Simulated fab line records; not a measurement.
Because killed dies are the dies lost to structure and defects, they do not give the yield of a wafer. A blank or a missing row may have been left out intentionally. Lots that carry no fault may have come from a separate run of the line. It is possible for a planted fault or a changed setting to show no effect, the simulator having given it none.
A lot that was struck, set against a sound lot -- flow berkeleyCmos170 -- 20 steps out of a route of 331
Sound: these wafers, L711.3, L711.4, L711.6. The struck wafers were L718.3, L718.4, L718.6. Last of all comes the cause.
At each step with rows: each side's tool, then ch and its chambers, then its first start. Under that, the readings that differ: sound wafers -- struck wafers -- difference of the means -- sigmas: that difference in standard deviations of wafers without a fault.
alike: same words and numbers on both sides, and readings whose means sit less than 2 such deviations apart. not compared: any withheld reading, any reading some wafer has no value for, any bound like >300 that may hide the same value, and any number with overlapping values for which the record gives no deviation.
Wherever a step has rows on one side only, a row that says differs or no value, or a row with sigmas, the two part there. Non-overlapping numbers with no deviation appear without sigmas and do not part them. A reading missing from all wafers of one side parts the sides only when that side holds two or more wafers.

first, 1 step without rows for these wafers: UCB170_FIELD_WET_ETCH_06 (etches SiO2 in BOE, time 22 s).
UCB170_FIELD_THK_MEAS_90:
  struck on filmMetro-03, day 7 08:07; sound on filmMetro-02, day 5 20:54
  alike: FIELD_OXIDE_LEFT_1_THK
then, 2 steps without rows for these wafers: UCB170_SACOX_CLEAN_00 (cleans in dHF, time 7.5 s); UCB170_SACOX_OXIDATION_01 (target thk 14.4 nm, ox time 2400 s).
UCB170_SACOX_THK_MEAS_02:
  struck on filmMetro-01, day 7 14:10; sound on filmMetro-03, day 6 01:53
  alike: SACOX_OXIDE_THK
then, 2 steps without rows for these wafers: UCB170_SCREENOX_WET_ETCH_00 (etches SiO2 in dHF, time 191.4 s); UCB170_SCREENOX_OXIDATION_01 (target thk 14.4 nm, ox time 2400 s).
UCB170_SCREENOX_THK_MEAS_02:
  struck on filmMetro-02, day 7 20:29; sound on filmMetro-02, day 6 06:37
  alike: SCREENOX_OXIDE_THK
then, 3 steps without rows for these wafers: UCB170_SCREENOX_ANNEAL_03 (time 900 s); UCB170_NVT_HMDS_00 (prime time 60 s); UCB170_NVT_COAT_01 (resist thk 900 nm).
UCB170_NVT_SOFTBAKE_02: time 61.51 s.
  sound on lithoTrack-03 ch 0, day 6 13:22; struck on lithoTrack-01 ch 0, day 8 02:10
  alike: plateSensorTCentreC, plateSensorTEdgeC
UCB170_NVT_EXPOSE_03: exposes mask PWELL, target cd 3000 nm.
  sound on krfScanner-02 ch 0, day 6 13:38; struck on krfScanner-02 ch 0, day 8 02:26
reading,sound,struck,difference,sigmas
mask,PWELL#0 PWELL#0 PWELL#0,PFIELD#0 PFIELD#0 PFIELD#0,differs,
  alike: reticleTempC
then, 2 steps without rows for these wafers: UCB170_NVT_PEB_04; UCB170_NVT_DEVELOP_05 (develop time 45 s).
UCB170_NVT_OVL_MEAS_06:
  struck on overlay-02, day 8 02:48; sound on overlay-02, day 6 13:59
reading,sound,struck,difference,sigmas
NVT_OVL (nm),0 2 7,- - -,no value on the struck wafers,
next, for these wafers, 1 step has no rows: UCB170_NVT_IMPLANT_07.
UCB170_NVT_STRIP_08: strips in O2.
  sound on plasmaAsher-04 ch 0,1, day 6 14:12; struck on plasmaAsher-03 ch 0,1, day 8 03:00
  alike: drypumpMotorCurrentA, oesProductAu, stripTimeToEndpointS
  not compared: rfHoursCounterH
UCB170_NVT_TW_MEAS_09:
  struck on filmMetro-04, day 8 03:19; sound on filmMetro-01, day 6 14:17
reading,sound,struck,difference,sigmas
NVT_TW,531 531 530,30 30 30,-501,-99 or more
  not compared: hold
UCB170_M3_PROBE_99:
  the record has rows for the sound wafers here (prober-01, day 9 07:29) and none for the struck ones

WHERE THEY PART
At UCB170_NVT_EXPOSE_03 first; at UCB170_M3_PROBE_99 last (within this record only).

WHY: the cause the simulator had injected
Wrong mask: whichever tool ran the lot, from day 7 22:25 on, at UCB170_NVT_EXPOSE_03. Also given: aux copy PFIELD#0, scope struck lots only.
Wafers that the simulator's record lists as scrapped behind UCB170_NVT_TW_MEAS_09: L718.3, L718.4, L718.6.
